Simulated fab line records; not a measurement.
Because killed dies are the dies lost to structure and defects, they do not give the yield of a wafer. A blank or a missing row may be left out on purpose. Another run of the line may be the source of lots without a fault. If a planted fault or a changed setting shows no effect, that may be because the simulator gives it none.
fab line records -- flow berkeleyCmos170 -- part 2 of 2: steps 32 to 40 of 40
record: lots: 5, wafers: 15, lastDay: 12
route steps=331 shown M2@274 V2@292 M3@309
lots that met no fault: taken from a fault-free run of the same line
startH: start of the lot's first displayed wafer, in hours after the record's first day -- waitH: time in hours since the lot's previous step -- " the same as in the row above -- L1.1+2: a row that stands for several wafers -- - value missing, or start not given -- * or withheld: withheld -- < > ~ a bound
route shown NAME@n: a module of which the file shows steps, and the number in the route of the first -- usual: mean and standard deviation over wafers with no fault -- same: alike in all rows -- chamber/n: place in a boat -- sites: the reading at each site -- _std_site: the values' standard deviation -- _edge_site: the outer-site mean with the inner-site mean subtracted -- radiusMm: how far each site lies from the wafer's centre -- mask NAME#n: copy n -- behind: tool/chamber where the wafer was last shaped -- hold: the reason the lot was held/the length of the hold in hours/how it ended -- device: the n, p or np transistor that did not switch -- end of line: the same wafers' tests at the end of the route -- step lacking rows: just its recipe -- killed: at the first sort, the dies lost to defects and structure; wafer yield is something else -- map: the dies of a wafer, with x for killed, . for not killed, _ for no die there
set.NAME: the setting that was run; set.NAME@STEP: the one run at that earlier step -- model.NAME: the simulator's own value behind a step, which no gauge read
certain route steps with their lots: each step a table, each wafer a row
services: a tool's chamber out of use, with start hour (startH, from the record's first day; less than 0 if before it), hours out, and reason
== steps ==
step: UCB170_V2_OVL_MEAS_13
usual: V2_OVL: 0/5.9
lot.wafer,tool,chamber,startH,waitH,V2_OVL[nm]
L081.4,overlay-01,-,217.49,0.1,0
L081.5,overlay-01,-,217.49,0.1,7
L081.6,overlay-01,-,217.49,0.1,4
L085.1,overlay-02,-,253.80,0.1,-6
L085.3,overlay-02,-,253.80,0.1,7
L085.4,overlay-02,-,253.80,0.1,-5
L093.1,overlay-01,-,271.36,0.1,6
L093.5,overlay-01,-,271.36,0.1,-4
L093.6,overlay-01,-,271.36,0.1,5
L089.1,overlay-01,-,272.03,0.1,-4
L089.3,overlay-01,-,272.03,0.1,3
L089.4,overlay-01,-,272.03,0.1,3
L095.2,overlay-01,-,282.39,0.1,-3
L095.3,overlay-01,-,282.39,0.1,2
L095.6,overlay-01,-,282.39,0.1,-10
step: UCB170_V2_ETCH_14
recipe: chemistry: CHF3/CF4/Ar, target: SiO2, stopOn: Al, CHF3_flow_sccm: 45, cf4FlowSccm: 15, Ar_flow_sccm: 150, pressureMtorr: 200, rfW: 700, targetDepthA: 12500, overEtchFrac: 0.25, timeS: 291
usual: chamberPressureMTorr: 200.00/0.19, drypumpMotorCurrentA: 5.5/0.51, oesProductAu: 0.878/0.009, rfFwdPowerW: 698.5/2.2, throttleValvePct: 6.96/0.12
lot.wafer,tool,chamber,startH,waitH,chamberPressureMTorr,drypumpMotorCurrentA,oesProductAu,rfFwdPowerW,rfHoursCounterH,throttleValvePct
L081.4,rieDiel-01,2,217.60,0.1,200.31,5.0,0.886,699.1,-,7.10
L081.5,rieDiel-01,0,217.60,0.1,199.79,5.0,0.881,698.3,-,6.93
L081.6,rieDiel-01,1,217.60,0.1,199.81,6.4,0.873,698.1,-,6.87
L085.1,rieDiel-02,0,253.84,0.0,200.02,5.3,0.881,698.2,21,6.81
L085.3,rieDiel-02,2,253.84,0.0,200.04,6.4,0.881,699.8,134,6.78
L085.4,rieDiel-02,3,253.84,0.0,199.86,5.9,0.888,698.8,117,6.95
L093.1,rieDiel-01,3,271.40,0.0,199.89,6.0,0.873,699.6,107,7.05
L093.5,rieDiel-01,1,271.40,0.0,199.95,6.4,0.867,698.9,-,6.87
L093.6,rieDiel-01,2,271.40,0.0,200.16,5.0,0.886,700.5,-,7.12
L089.1,rieDiel-01,2,272.07,0.0,199.80,5.1,0.883,695.2,34,7.11
L089.3,rieDiel-01,1,272.07,0.0,199.99,6.4,0.866,698.9,22,6.87
L089.4,rieDiel-01,3,272.07,0.0,200.13,5.9,0.875,697.7,107,7.06
L095.2,rieDiel-01,3,282.42,0.0,199.64,5.9,0.870,700.2,107,7.06
L095.3,rieDiel-01,1,282.42,0.0,199.86,6.4,0.866,694.7,23,6.85
L095.6,rieDiel-01,2,282.42,0.0,199.84,5.0,0.883,698.8,-,7.11
step: UCB170_V2_STRIP_15
recipe: chemistry: O2, powerW: 400, pressureMtorr: 3500, platenTempC: withheld, o2FlowSccm: 400, overashFraction: 0.5
usual: chamberPressureMTorr: 3500/3.3, drypumpMotorCurrentA: 5.8/0.6, oesProductAu: 0.722/0.0041, stripTimeToEndpointS: 15.32/0.16
lot.wafer,tool,chamber,startH,waitH,chamberPressureMTorr,drypumpMotorCurrentA,oesProductAu,rfHoursCounterH,stripTimeToEndpointS
L081.4,plasmaAsher-01,1,217.72,0.0,3501,5.5,0.724,-,15.09
L081.5,plasmaAsher-01,0,217.72,0.0,3504,5.5,0.724,-,15.22
L081.6,plasmaAsher-01,1,217.72,0.0,3499,5.5,0.715,-,15.16
L085.1,plasmaAsher-02,1,254.02,0.1,3498,5.6,0.723,55,15.34
L085.3,plasmaAsher-02,0,254.02,0.1,3501,6.6,0.722,-,15.27
L085.4,plasmaAsher-02,1,254.02,0.1,3503,5.6,0.718,-,15.40
L093.1,plasmaAsher-04,1,271.58,0.1,3498,6.7,0.724,19,15.41
L093.5,plasmaAsher-04,0,271.58,0.1,3498,5.1,0.720,-,15.09
L093.6,plasmaAsher-04,1,271.58,0.1,3501,6.7,0.725,-,15.14
L089.1,plasmaAsher-04,1,272.24,0.1,3501,6.6,0.720,19,15.21
L089.3,plasmaAsher-04,0,272.24,0.1,3502,5.1,0.729,-,15.22
L089.4,plasmaAsher-04,1,272.24,0.1,3503,6.7,0.722,-,15.52
L095.2,plasmaAsher-04,1,282.59,0.1,3497,6.7,0.729,20,15.62
L095.3,plasmaAsher-04,1,282.59,0.1,3503,6.7,0.721,-,15.32
L095.6,plasmaAsher-04,1,282.59,0.1,3505,6.6,0.715,-,15.18
step: UCB170_V2_CD_MEAS_90
recipe: targetCdNm: 700
usual: cdNm: 700.0/1.6
lot.wafer,tool,chamber,startH,waitH,cdNm
L081.4,cdSem-01,-,217.85,0.1,699.6
L081.5,cdSem-01,-,217.85,0.1,697.5
L081.6,cdSem-01,-,217.85,0.1,699.5
L085.1,cdSem-01,-,254.12,0.1,698.6
L085.3,cdSem-01,-,254.12,0.1,699.8
L085.4,cdSem-01,-,254.12,0.1,699.8
L093.1,cdSem-01,-,271.68,0.1,699.0
L093.5,cdSem-01,-,271.68,0.1,701.3
L093.6,cdSem-01,-,271.68,0.1,702.1
L089.1,cdSem-02,-,272.36,0.1,698.5
L089.3,cdSem-02,-,272.36,0.1,700.5
L089.4,cdSem-02,-,272.36,0.1,697.9
L095.2,cdSem-02,-,282.71,0.1,698.7
L095.3,cdSem-02,-,282.71,0.1,700.6
L095.6,cdSem-02,-,282.71,0.1,698.6
step: UCB170_M3_PRE_CLEAN_00
recipe: gas: Ar, precleanEtchTimeS: 60
lot.wafer,tool,chamber,startH,waitH
L081.4+5+6,pvdSputter-03,-,217.91,0.0
L085.1+3+4,pvdSputter-04,-,254.24,0.1
L093.1+5+6,pvdSputter-03,-,271.80,0.1
L089.1+3+4,pvdSputter-04,-,272.48,0.1
L095.2+3+6,pvdSputter-01,-,282.81,0.1
step: UCB170_M3_SPUTTER_01
recipe: material: Al, targetThkNm: 900, timeS: 120, powerW: 6000, chamberPressurePa: 0.5
usual: throttleValvePct: 29.6/1
lot.wafer,tool,chamber,startH,waitH,throttleValvePct
L081.4,pvdSputter-03,-,217.98,0.0,30.1
L081.5,pvdSputter-03,-,217.98,0.0,28.9
L081.6,pvdSputter-03,-,217.98,0.0,30.3
L085.1,pvdSputter-04,-,254.30,0.0,30.9
L085.3,pvdSputter-04,-,254.30,0.0,28.8
L085.4,pvdSputter-04,-,254.30,0.0,28.0
L093.1,pvdSputter-03,-,271.87,0.0,29.9
L093.5,pvdSputter-03,-,271.87,0.0,29.2
L093.6,pvdSputter-03,-,271.87,0.0,30.4
L089.1,pvdSputter-04,-,272.54,0.0,30.7
L089.3,pvdSputter-04,-,272.54,0.0,31.2
L089.4,pvdSputter-04,-,272.54,0.0,29.0
L095.2,pvdSputter-01,-,282.88,0.0,28.6
L095.3,pvdSputter-01,-,282.88,0.0,31.2
L095.6,pvdSputter-01,-,282.88,0.0,28.3
step: UCB170_M3_RS_MEAS_02
recipe: thkMeasGauge: four-point-probe, reads: Al_of_M3_SPUTTER_01
usual: M3_AL_RS: 0.0322/0.00035
lot.wafer,tool,chamber,startH,waitH,M3_AL_RS[ohm/sq]
L081.4,filmMetro-02,-,218.12,0.1,0.0322
L081.5,filmMetro-02,-,218.12,0.1,0.0320
L081.6,filmMetro-02,-,218.12,0.1,0.0321
L085.1,filmMetro-02,-,254.39,0.0,0.0324
L085.3,filmMetro-02,-,254.39,0.0,0.0323
L085.4,filmMetro-02,-,254.39,0.0,0.0319
L093.1,filmMetro-02,-,271.96,0.0,0.0322
L093.5,filmMetro-02,-,271.96,0.0,0.0320
L093.6,filmMetro-02,-,271.96,0.0,0.0324
L089.1,filmMetro-01,-,272.63,0.0,0.0322
L089.3,filmMetro-01,-,272.63,0.0,0.0326
L089.4,filmMetro-01,-,272.63,0.0,0.0325
L095.2,filmMetro-01,-,282.98,0.1,0.0323
L095.3,filmMetro-01,-,282.98,0.1,0.0321
L095.6,filmMetro-01,-,282.98,0.1,0.0322
step: UCB170_M3_THK_MEAS_03
recipe: thkMeasGauge: xrf, reads: Al_of_M3_SPUTTER_01
usual: M3_AL_THK: 896/9.8
lot.wafer,tool,chamber,startH,waitH,M3_AL_THK[nm]
L081.4,filmMetro-02,-,218.21,0.1,894
L081.5,filmMetro-02,-,218.21,0.1,894
L081.6,filmMetro-02,-,218.21,0.1,904
L085.1,filmMetro-02,-,254.51,0.1,898
L085.3,filmMetro-02,-,254.51,0.1,896
L085.4,filmMetro-02,-,254.51,0.1,903
L093.1,filmMetro-02,-,272.08,0.1,901
L093.5,filmMetro-02,-,272.08,0.1,908
L093.6,filmMetro-02,-,272.08,0.1,896
L089.1,filmMetro-01,-,272.75,0.1,889
L089.3,filmMetro-01,-,272.75,0.1,882
L089.4,filmMetro-01,-,272.75,0.1,886
L095.2,filmMetro-01,-,283.09,0.1,885
L095.3,filmMetro-01,-,283.09,0.1,898
L095.6,filmMetro-01,-,283.09,0.1,894
step: UCB170_M3_HMDS_04
recipe: primeTimeS: 60, primeTempC: 100
lot.wafer,tool,chamber,startH,waitH
L081.4+5+6,lithoTrack-04,0,218.32,0.1
L085.1+3+4,lithoTrack-04,0,254.68,0.2
L093.1+5+6,lithoTrack-03,0,272.44,0.4
L089.1+3+4,lithoTrack-03,0,273.34,0.6
L095.2+3+6,lithoTrack-04,0,283.19,0.1
== services ==
tool,chamber,startH,hours,kind
pecvd-01,0,193.66,3.5,repair
krfScanner-02,-,201.14,1.0,pm
plasmaAsher-02,-,203.56,4.3,pm
rieMetal-01,-,203.73,1.4,pm
pvdSputter-04,3,204.91,-,consumableReplace:kit
pvdSputter-04,3,204.91,18.0,scheduledDown
pvdSputter-04,3,204.91,18.0,ventCycle
cmp-01,-,213.13,1.1,repair
rieDiel-01,3,213.76,7.8,repair
pvdSputter-01,-,219.99,5.1,repair
krfScanner-01,-,222.46,4.0,pm
rieMetal-02,-,224.40,0.6,repair
cmp-02,-,229.70,1.9,repair
cmp-02,-,231.58,0.8,repair
cmp-02,-,232.37,4.0,pm
cmp-02,-,236.37,-,consumableReplace:conditioner
cmp-02,-,236.37,-,consumableReplace:pad
pvdSputter-04,-,240.71,1.9,repair
pecvd-01,-,242.50,14.0,pm
pvdSputter-04,-,242.68,1.8,repair
pecvd-04,2,243.65,6.9,repair
rieDiel-04,3,267.81,7.9,repair
krfScanner-01,-,274.06,1.0,pm
pvdSputter-03,-,282.52,1.6,repair
